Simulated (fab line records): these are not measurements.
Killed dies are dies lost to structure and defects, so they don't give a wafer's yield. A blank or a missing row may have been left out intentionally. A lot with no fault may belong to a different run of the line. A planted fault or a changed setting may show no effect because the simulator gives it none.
Matching of chambers | flow berkeley cmos170 | 4 sister chambers for UCB170_SPACER_ETCHBACK_03 on rie diel-04
The step etches SiO2 in CHF3/CF4/Ar, stops on Si, target depth 376 nm, time 100 s. 4 wafers are shown with their chamber, then 7 later ones without.

## WAFERS PAIRED WITH THEIR CHAMBERS
wafer  | chamber | drypump motor current A (A)
L755.2 | 1       | 5.1
L758.2 | 0       | 5.4
L761.1 | 2       | 6.0
L761.2 | 3       | 6.0

## WAFERS WITHOUT THEIR CHAMBER
wafer  | drypump motor current A (A)
L761.6 | 5.4
L767.1 | 6.0
L767.5 | 5.4
L767.6 | 5.1
L769.2 | 5.0
L769.4 | 6.0
L769.6 | 5.0

## WHICH CHAMBER EACH WENT THROUGH
wafer  | from the rows above     | in truth
L761.6 | 0                       | 0
L767.1 | can't be placed: 2 or 3 | 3
L767.5 | 0                       | 0
L767.6 | 1                       | 1
L769.2 | 1                       | 1
L769.4 | can't be placed: 2 or 3 | 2
L769.6 | 1                       | 1
Placed correctly: 5 of 7. These rows do not allow placing 2 (true chamber among the candidates in 2). 0 placed wrongly.
How it was worked out, from the rows above alone: a wafer's distance from a chamber is the root of the sum, over the readings, of the square of ((its reading less the chamber's mean) divided by the reading's scatter). If the next closest chamber is less than 2 further off than the closest, the wafer can't be placed; otherwise it belongs to the closest. Each chamber's mean is taken over the wafers shown for it. The scatter: root of mean squared gap, hidden wafer to nearest shown wafer, with one shown wafer a chamber.
